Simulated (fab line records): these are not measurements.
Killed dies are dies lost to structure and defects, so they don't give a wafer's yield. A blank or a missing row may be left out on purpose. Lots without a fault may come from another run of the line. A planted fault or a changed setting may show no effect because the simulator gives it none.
Which tool was responsible? + flow berkeleyCmos170 + Sampling: 13 lots, 39 wafers, 3 of 331 route steps

== WHAT EACH GAUGE READ, for each wafer ==
UCB170_NVT_OVL_MEAS_06. Usual: NVT_OVL typically reads 1 nm, with standard deviation 5.8.
| lot  | measured     | on         | NVT_OVL (nm) | flag |
|------|--------------|------------|--------------|------|
| L711 | day 6 13:59  | overlay-02 | -2 6 1       |      |
| L712 | day 7 06:17  | overlay-01 | 1 13 15      |      |
| L713 | day 7 06:31  | overlay-01 | 5 2 -6       |      |
| L715 | day 7 18:19  | overlay-02 | -1 -9 -5     |      |
| L718 | day 8 02:47  | overlay-02 | - - -        | OFF  |
| L717 | day 8 03:11  | overlay-01 | 0 -2 -1      |      |
| L725 | day 10 00:22 | overlay-02 | 5 4 -1       |      |
| L726 | day 10 09:29 | overlay-02 | -5 -5 -5     |      |
| L728 | day 10 09:31 | overlay-01 | -6 -9 -7     |      |
| L729 | day 10 09:46 | overlay-02 | 15 16 14     |      |
| L731 | day 10 16:50 | overlay-01 | 1 4 11       |      |
| L733 | day 11 14:23 | overlay-01 | 3 3 5        |      |
| L732 | day 11 14:28 | overlay-02 | -1 0 4       |      |

UCB170_NVT_TW_MEAS_09. Usual: NVT_TW typically reads 530, with standard deviation 3.7.
| lot  | measured     | on           | NVT_TW            | flag |
|------|--------------|--------------|-------------------|------|
| L711 | day 6 14:16  | filmMetro-01 | 531 529 525       |      |
| L712 | day 7 06:34  | filmMetro-01 | 531 533 529       |      |
| L713 | day 7 06:49  | filmMetro-04 | 528 526 531       |      |
| L715 | day 7 18:36  | filmMetro-04 | 529 530 532       |      |
| L718 | day 8 03:04  | filmMetro-04 | 30 30 30 30 30 30 | OFF  |
| L717 | day 8 03:28  | filmMetro-02 | 528 527 527       |      |
| L725 | day 10 00:39 | filmMetro-01 | 535 534 532       |      |
| L726 | day 10 09:46 | filmMetro-01 | 534 535 534       |      |
| L728 | day 10 09:47 | filmMetro-02 | 531 533 529       |      |
| L729 | day 10 10:02 | filmMetro-01 | 536 533 533       |      |
| L731 | day 10 17:08 | filmMetro-01 | 535 535 533       |      |
| L733 | day 11 14:40 | filmMetro-01 | 535 534 534       |      |
| L732 | day 11 14:46 | filmMetro-02 | 534 532 532       |      |

== TOOL THAT RAN EACH LOT (tool first, then ch and the chambers of the sampled wafers, then the start) ==
| lot  | UCB170_NVT_EXPOSE_03             |
|------|----------------------------------|
| L711 | krfScanner-02 ch 0, day 6 13:35  |
| L712 | krfScanner-02 ch 0, day 7 05:53  |
| L713 | krfScanner-01 ch 0, day 7 06:08  |
| L715 | krfScanner-01 ch 0, day 7 17:55  |
| L718 | krfScanner-02 ch 0, day 8 02:23  |
| L717 | krfScanner-01 ch 0, day 8 02:39  |
| L725 | krfScanner-02 ch 0, day 9 23:59  |
| L726 | krfScanner-02 ch 0, day 10 08:04 |
| L728 | krfScanner-01 ch 0, day 10 08:18 |
| L729 | krfScanner-02 ch 0, day 10 08:32 |
| L731 | krfScanner-01 ch 0, day 10 16:28 |
| L733 | krfScanner-02 ch 0, day 11 13:17 |
| L732 | krfScanner-02 ch 0, day 11 13:26 |
- UCB170_NVT_EXPOSE_03: exposes mask PWELL, target cd 3000 nm.

== WHAT THE TOOLS THEMSELVES READ (means of the sampled wafers that have a number; where no wafer has one, the mark that the record gives instead) ==
UCB170_NVT_EXPOSE_03. Usual: exposureDoseMJCm2 at 29.999, with a standard deviation of 0.029.
| lot  | tool          | exposureDoseMJCm2 | flag |
|------|---------------|-------------------|------|
| L711 | krfScanner-02 | 30.003            |      |
| L712 | krfScanner-02 | 30.019            |      |
| L713 | krfScanner-01 | 30.006            |      |
| L715 | krfScanner-01 | 29.982            |      |
| L718 | krfScanner-02 | 29.984            |      |
| L717 | krfScanner-01 | 29.937            |      |
| L725 | krfScanner-02 | 30.003            |      |
| L726 | krfScanner-02 | 30.005            |      |
| L728 | krfScanner-01 | 29.996            |      |
| L729 | krfScanner-02 | 30.027            |      |
| L731 | krfScanner-01 | 30.033            |      |
| L733 | krfScanner-02 | 30.011            |      |
| L732 | krfScanner-02 | 29.999            |      |

== THE ANSWER, worked out from the rows above alone ==
Rule: take the mean of a lot's wafers that have a number; if it is more than 3 standard deviations from the usual mean, the lot is off. Also off: a lot with no number at a reading for which 4 or more lots have one. All remaining lots with rows at the step are treated as sound. The gauges are gone through in route order, then the tools' own readings, and for those a lot's mean is taken as printed above. At the first step where some lot is off, the reading lying furthest off is the one used; lots without a number count as furthest.
Off: at UCB170_NVT_OVL_MEAS_06 (NVT_OVL), L718. Without a number there: L718.
A tool fits if, at a process step before that reading, it ran every lot that is off, and no sound lot after the first of them. The gauges at UCB170_NVT_OVL_MEAS_06 aren't tried: what is off there is off at UCB170_NVT_TW_MEAS_09 too, on other tools, and a gauge's error can't cause that. No candidate that was tried fits.

== WHAT HAD BEEN PUT IN BY THE SIMULATOR ==
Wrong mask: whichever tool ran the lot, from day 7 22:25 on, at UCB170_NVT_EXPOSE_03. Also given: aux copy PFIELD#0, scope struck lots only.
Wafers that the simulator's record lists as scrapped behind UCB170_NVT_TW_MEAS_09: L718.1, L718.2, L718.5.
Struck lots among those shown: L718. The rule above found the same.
